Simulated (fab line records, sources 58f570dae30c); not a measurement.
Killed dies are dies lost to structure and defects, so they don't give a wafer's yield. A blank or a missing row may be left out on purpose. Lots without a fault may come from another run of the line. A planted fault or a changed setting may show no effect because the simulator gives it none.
Which tool did it? | flow berkeley_cmos170 | 14 lots, 42 wafers sampled, at 2 steps of a route of 331

WHAT THE GAUGES READ, wafer by wafer
UCB170_V2_THK_MEAS_01. Usual: V2_TEOS_THK 2002 nm, standard deviation 32.
lot  | measured     | on            | V2_TEOS_THK (nm) | flag
L710 | day 7 19:33  | film_metro-01 | 1960 2046 2002   |
L707 | day 7 19:41  | film_metro-01 | 1993 1959 2027   |
L708 | day 7 23:15  | film_metro-01 | 2019 2036 2068   |
L709 | day 7 23:30  | film_metro-02 | 2025 2024 2063   |
L713 | day 9 06:03  | film_metro-01 | 1975 2003 2036   |
L714 | day 9 10:04  | film_metro-04 | 2006 2025 1990   |
L715 | day 9 14:23  | film_metro-01 | 1960 1993 1977   |
L720 | day 10 13:58 | film_metro-04 | 1979 1951 1979   |
L721 | day 10 14:41 | film_metro-04 | 2017 2018 2074   |
L718 | day 10 15:31 | film_metro-04 | 2005 1979 2033   |
L717 | day 10 15:37 | film_metro-04 | 2000 2055 1990   |
L725 | day 11 03:57 | film_metro-04 | 2004 2051 2028   |
L726 | day 11 04:14 | film_metro-02 | 3767 3823 3871   | OFF
L727 | day 11 21:04 | film_metro-02 | 3850 3825 3902   | OFF

WHICH TOOL RAN EACH LOT (tool, then ch and the chambers of the sampled wafers, then the start)
lot  | UCB170_V2_CVD_00
L710 | pecvd-01 ch 0,1,2, day 7 19:23
L707 | pecvd-02 ch 0,1, day 7 19:32
L708 | pecvd-04 ch 0,2, day 7 23:05
L709 | pecvd-01 ch 0,2, day 7 23:19
L713 | pecvd-02 ch 0,2, day 9 05:54
L714 | pecvd-02 ch 1,2, day 9 09:55
L715 | pecvd-01 ch 0,1, day 9 14:13
L720 | pecvd-02 ch 1,2, day 10 13:49
L721 | pecvd-04 ch 1,2, day 10 14:32
L718 | pecvd-02 ch 0,2, day 10 15:21
L717 | pecvd-04 ch 0,1,2, day 10 15:26
L725 | pecvd-04 ch 1,2, day 11 03:46
L726 | pecvd-02 ch 1,2, day 11 04:05
L727 | pecvd-02 ch 0,1, day 11 20:53
- UCB170_V2_CVD_00: deposits SiO2 from TEOS/O2, target thk 2000 nm, time 250 s.

WHAT THE TOOLS THEMSELVES READ (means of the sampled wafers that have a number; where no wafer has one, the mark that the record gives instead)
UCB170_V2_CVD_00. Usual: heater_power_w 224 W, standard deviation 53; pressure_mtorr 9000 mTorr, standard deviation 18.
lot  | tool     | heater_power_w (W) | pressure_mtorr (mTorr) | flag
L710 | pecvd-01 | 203                | 8994                   |
L707 | pecvd-02 | 246                | 8994                   |
L708 | pecvd-04 | 257                | 9002                   |
L709 | pecvd-01 | 161                | 9008                   |
L713 | pecvd-02 | 231                | 8993                   |
L714 | pecvd-02 | 213                | 9008                   |
L715 | pecvd-01 | 170                | 9002                   |
L720 | pecvd-02 | 214                | 8984                   |
L721 | pecvd-04 | 300                | 8980                   |
L718 | pecvd-02 | 246                | 9000                   |
L717 | pecvd-04 | 270                | 9014                   |
L725 | pecvd-04 | 273                | 9003                   |
L726 | pecvd-02 | 204                | 9012                   |
L727 | pecvd-02 | 224                | 8997                   |

THE ANSWER, worked out from the rows above alone
Rule: a lot is off if the mean of its wafers that have a number lies more than 3 standard deviations from the usual mean. A lot without any number at a reading at which 4 lots or more have one is off too. The other lots that the step has rows for count as sound. The gauges are gone through in route order, then the tools' own readings, and for those a lot's mean is taken as printed above. The first step at which some lot is off is used, and at that step the reading that is off furthest; a lot without a number counts as furthest.
Off: L726, L727, at UCB170_V2_THK_MEAS_01 (V2_TEOS_THK).
A tool fits if, at a process step before that reading, it ran every lot that is off, and no sound lot after the first of them. The gauges at UCB170_V2_THK_MEAS_01 are tried like those tools. Can't be told from this: 2 tools fit, pecvd-02 at UCB170_V2_CVD_00, film_metro-02 at UCB170_V2_THK_MEAS_01.

WHAT THE SIMULATOR HAD PUT IN
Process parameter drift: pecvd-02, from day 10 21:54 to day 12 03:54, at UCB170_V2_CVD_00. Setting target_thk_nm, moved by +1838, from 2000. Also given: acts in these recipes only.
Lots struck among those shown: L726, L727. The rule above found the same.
